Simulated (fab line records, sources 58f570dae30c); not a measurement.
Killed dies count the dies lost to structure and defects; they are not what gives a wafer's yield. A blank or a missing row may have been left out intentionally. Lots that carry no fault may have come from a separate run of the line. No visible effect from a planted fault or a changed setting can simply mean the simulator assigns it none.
A struck lot beside a sound one :: flow berkeley-cmos170 :: 28 out of 331 route steps
Sound: the wafers L963.4, L963.5, L963.6. Wafers L981.2, L981.3, L981.5 were the ones struck. Last of all comes the cause.
At each step with rows: each side's tool, then ch and its chambers, then its first start. Under that, the readings that differ: sound wafers :: struck wafers :: difference of the means :: sigmas: that difference in standard deviations of wafers without a fault.
alike: same words and numbers on both sides, and readings whose means sit less than 2 such deviations apart. not compared: any withheld reading, any reading some wafer has no value for, any bound like >300 that may hide the same value, and any number with overlapping values for which the record gives no deviation.
Wherever a step has rows on one side only, a row that says differs or no value, or a row with sigmas, the two part there. When numbers do not overlap yet have no deviation, they are printed without sigmas and do not part them. Lack of a reading on every wafer of one side parts them only where that side has two or more wafers.

first, 4 steps without rows for these wafers: UCB170_M1_SOFTBAKE_05 (time 60 s); UCB170_M1_EXPOSE_06 (exposes mask METAL1, target cd 700 nm); UCB170_M1_PEB_07; UCB170_M1_DEVELOP_08 (develop time 45 s).
UCB170_M1_CD_MEAS_09: target cd 700 nm.
  struck on cd-sem-01, day 10 19:54; sound on cd-sem-01, day 7 10:15
reading: cd-nm (nm)
sound: 696.9 698.1 696.9
struck: 702.1 702.7 701.9
difference: +4.9
sigmas: +3
UCB170_M1_OVL_MEAS_10:
  struck on overlay-02, day 10 20:00; sound on overlay-01, day 7 10:19
  alike: M1_OVL
UCB170_M1_ETCH_11: etches BARC in N2/H2.
  sound on rie-diel-03 ch 0,1,3, day 7 10:20; struck on rie-diel-02 ch 0,1,3, day 10 20:02
  alike: drypump-motor-current-A, oes-product-au, throttle-valve-pct
UCB170_M1_METAL_ETCH_12: etches Al in Cl2/BCl3, stops on PSG, target depth 780 nm, time 130 s.
  sound on rie-metal-02 ch 0,1, day 7 10:26; struck on rie-metal-02 ch 1, day 10 20:05
  alike: drypump-motor-current-A, oes-product-au, throttle-valve-pct
  not compared: rf-hours-counter-h
then, 1 step without rows for these wafers: UCB170_M1_STRIP_13 (strips in O2).
UCB170_M1_CD_MEAS_90: target cd 700 nm.
  struck on cd-sem-01, day 10 20:20; sound on cd-sem-02, day 7 10:41
  alike: cd-nm
then, 1 step without rows for these wafers: UCB170_M1_ANNEAL_14 (time 1200 s).
UCB170_V1_CVD_00: deposits SiO2 from TEOS/O2, target thk 2000 nm, time 250 s.
  sound on pecvd-01 ch 0,1, day 7 12:22; struck on pecvd-01 ch 1,2, day 11 00:05
  alike: heater-power-w, pressure-mtorr, susceptor-temp-C
UCB170_V1_THK_MEAS_01:
  struck on film-metro-03, day 11 00:16; sound on film-metro-04, day 7 12:34
  alike: V1_TEOS_THK
UCB170_V1_CMP_02: polishes SiO2.
  sound on cmp-02 ch 2,3, day 7 12:52; struck on cmp-01 ch 0,1,2, day 11 00:40
  alike: head-pressure-psi, motor-current-A, retaining-ring-pressure-frac
UCB170_V1_BOW_MEAS_03:
  struck on film-metro-04, day 11 00:56; sound on film-metro-03, day 7 13:10
  alike: V1_BOW
UCB170_V1_THK_MEAS_04:
  struck on film-metro-04, day 11 01:02; sound on film-metro-03, day 7 13:16
  alike: V1_POLISHED_THK
then, 6 steps without rows for these wafers: UCB170_V1_CLEAN_05 (cleans in DIW); UCB170_V1_HMDS_06 (prime time 60 s); UCB170_V1_COAT_07 (resist thk 900 nm); UCB170_V1_SOFTBAKE_08 (time 60 s); UCB170_V1_EXPOSE_09 (exposes mask VIA1, target cd 700 nm); UCB170_V1_PEB_10.
UCB170_V1_DEVELOP_11: develop time 44.23 s.
  sound: litho-track-03 ch 0; struck: litho-track-04 ch 0
reading: model.V1.cd-nm (nm)
sound: 700.5 700.7 700.3
struck: 691.5 690.6 690.1
difference: -9.8
sigmas: 
UCB170_V1_CD_MEAS_12: target cd 700 nm.
  struck on cd-sem-02, day 11 03:07; sound on cd-sem-02, day 7 14:29
reading: cd-nm (nm)
sound: 700.3 700.8 700.1
struck: 691.7 690.2 690.0
difference: -9.8
sigmas: -7
  not compared: hold
UCB170_V1_OVL_MEAS_13:
  struck on overlay-02, day 11 05:49; sound on overlay-01, day 7 14:34
reading: hold
sound: - - -
struck: await-dispo/2.6h/release await-dispo/2.6h/release await-dispo/2.6h/release
difference: no value on the sound wafers
sigmas: 
  alike: V1_OVL
UCB170_V1_ETCH_14: etches SiO2 in CHF3/CF4/Ar, stops on Al, target depth 1250 nm, time 291 s.
  sound on rie-diel-04 ch 1,2, day 7 14:35; struck on rie-diel-02 ch 1,2,3, day 11 05:54
reading: model.V1.cd-nm (nm)
sound: 700.7 701.2 700.7
struck: 692.2 691.2 690.5
difference: -9.6
sigmas: 
  alike: drypump-motor-current-A, mfc-ar-sccm, oes-product-au, throttle-valve-pct
  not compared: rf-hours-counter-h
UCB170_V1_STRIP_15: strips in O2.
  sound on plasma-asher-04 ch 0,1, day 7 14:48; struck on plasma-asher-01 ch 0,1, day 11 06:05
reading: drypump-motor-current-A (A)
sound: 5.8 5.7 6.1
struck: 5.3 5.2 5.2
difference: -0.6
sigmas: -2
  alike: oes-product-au, strip-time-to-endpoint-s
  not compared: rf-hours-counter-h
UCB170_M3_PROBE_99:
  rows exist in the record for the struck wafers here (prober-01, day 11 16:47), but not for the sound ones

WHERE THEY PART
First at UCB170_M1_CD_MEAS_09; last, within this record, at UCB170_M3_PROBE_99.

WHY: what the simulator had put in
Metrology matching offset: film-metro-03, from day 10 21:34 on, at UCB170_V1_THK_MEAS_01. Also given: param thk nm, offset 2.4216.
